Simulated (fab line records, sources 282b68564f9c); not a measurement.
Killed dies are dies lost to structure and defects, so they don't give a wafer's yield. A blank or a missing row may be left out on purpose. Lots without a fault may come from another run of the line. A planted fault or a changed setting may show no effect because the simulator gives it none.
Which tool did it? | flow rit_cmos | 13 lots, 39 wafers sampled, at 2 steps of a route of 202

WHAT THE GAUGES READ, wafer by wafer
The record holds no reading of a measuring or inspecting step that can be judged against a usual standard deviation.

WHICH TOOL RAN EACH LOT (tool, then ch and the chambers of the sampled wafers, then the start)
lot  | RIT_ACTIVE_ETCH_13                | RIT_M1_PROBE_99
L909 | rie_diel-02 ch 0,1, day 1 14:50   | -
L910 | rie_diel-01 ch 0,1,3, day 1 20:16 | -
L912 | rie_diel-01 ch 0,2, day 2 05:52   | prober-02, day 4 09:26
L913 | rie_diel-03 ch 1,2,3, day 2 12:05 | -
L915 | rie_diel-01 ch 0,1,2, day 2 21:05 | prober-01, day 4 21:18
L918 | rie_diel-02 ch 0,1,2, day 3 17:19 | -
L922 | rie_diel-03 ch 2,3, day 4 09:28   | prober-02, day 6 13:43
L926 | rie_diel-03 ch 0,1,2, day 5 03:43 | prober-01, day 7 04:51
L927 | rie_diel-02 ch 2,3, day 5 09:46   | prober-01, day 7 10:09
L929 | rie_diel-02 ch 1,2, day 5 21:20   | prober-01, day 7 19:25
L930 | rie_diel-03 ch 0,1,2, day 6 01:22 | prober-02, day 8 00:16
L931 | rie_diel-01 ch 0,2, day 6 05:50   | -
L932 | rie_diel-03 ch 0,1,2, day 6 09:50 | -
- RIT_ACTIVE_ETCH_13: etches Si3N4 in SF6, stops on SiO2, time 210 s, target depth 210 nm.
- RIT_M1_PROBE_99

WHAT THE TOOLS THEMSELVES READ (means of the sampled wafers that have a number; where no wafer has one, the mark that the record gives instead)
RIT_ACTIVE_ETCH_13. Usual: drypump_motor_current_A 5.8 A, standard deviation 0.57; oes_product_au 0.822 a.u., standard deviation 0.015; throttle_valve_pct 7.52 %, standard deviation 0.088.
lot  | tool        | drypump_motor_current_A (A) | oes_product_au (a.u.) | throttle_valve_pct (%) | flag
L909 | rie_diel-02 | 6.2                         | 0.815                 | 7.57                   |
L910 | rie_diel-01 | 6.2                         | 0.809                 | 7.45                   |
L912 | rie_diel-01 | 5.2                         | 0.827                 | 7.58                   |
L913 | rie_diel-03 | 5.7                         | 0.820                 | 7.50                   |
L915 | rie_diel-01 | 5.6                         | 0.810                 | 7.53                   |
L918 | rie_diel-02 | 5.8                         | 0.815                 | 7.62                   |
L922 | rie_diel-03 | 5.4                         | 0.827                 | 7.50                   |
L926 | rie_diel-03 | 6.0                         | 0.833                 | 7.48                   |
L927 | rie_diel-02 | 5.4                         | 0.810                 | 7.69                   |
L929 | rie_diel-02 | 6.1                         | 0.814                 | 7.69                   |
L930 | rie_diel-03 | 6.0                         | 0.841                 | 7.47                   |
L931 | rie_diel-01 | 5.5                         | 0.822                 | 7.55                   |
L932 | rie_diel-03 | 6.0                         | 0.840                 | 7.46                   |

RIT_M1_PROBE_99. Usual: killed_at_contacts 0.1, standard deviation 0.27; killed_at_front_end 6, standard deviation 3; killed_dies 7, standard deviation 3; killed_on_rim 1.7, standard deviation 1.4; killed_open 3.1, standard deviation 2; killed_short 3.4, standard deviation 2.
lot  | tool      | killed_at_contacts | killed_at_front_end | killed_dies | killed_on_rim | killed_open | killed_short | flag
L912 | prober-02 | 0.0                | 7                   | 7           | 0.7           | 3.3         | 4.0          |
L915 | prober-01 | 0.0                | 82                  | 82          | 22.3          | 2.3         | 3.7          | OFF
L922 | prober-02 | 0.0                | 2                   | 2           | 0.3           | 1.0         | 0.7          |
L926 | prober-01 | 0.0                | 9                   | 9           | 2.3           | 4.3         | 5.0          |
L927 | prober-01 | 0.0                | 6                   | 6           | 2.3           | 3.3         | 2.7          |
L929 | prober-01 | 0.0                | 8                   | 8           | 3.3           | 5.0         | 3.0          |
L930 | prober-02 | 0.0                | 3                   | 3           | 1.3           | 1.3         | 2.0          |

THE ANSWER, worked out from the rows above alone
Rule: a lot is off if the mean of its wafers that have a number lies more than 3 standard deviations from the usual mean. A lot without any number at a reading at which 4 lots or more have one is off too. The other lots that the step has rows for count as sound. The gauges are gone through in route order, then the tools' own readings, and for those a lot's mean is taken as printed above. The first step at which some lot is off is used, and at that step the reading that is off furthest; a lot without a number counts as furthest.
Off: L915, at RIT_M1_PROBE_99 (killed_at_front_end). Neither off nor sound, because the step has no rows for them: L909, L910, L913, L918, L931, L932.
A tool fits if, at that step or a process step before it, it ran every lot that is off, and no sound lot after the first of them. One fits: rie_diel-01 at RIT_ACTIVE_ETCH_13. Its last sound lot is L912 (day 2 05:52), its first lot that is off L915 (day 2 21:05): a fault that began between those two fits.

WHAT THE SIMULATOR HAD PUT IN
Process parameter drift: rie_diel-01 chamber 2, from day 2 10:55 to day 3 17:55, at RIT_ACTIVE_ETCH_13. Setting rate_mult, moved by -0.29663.
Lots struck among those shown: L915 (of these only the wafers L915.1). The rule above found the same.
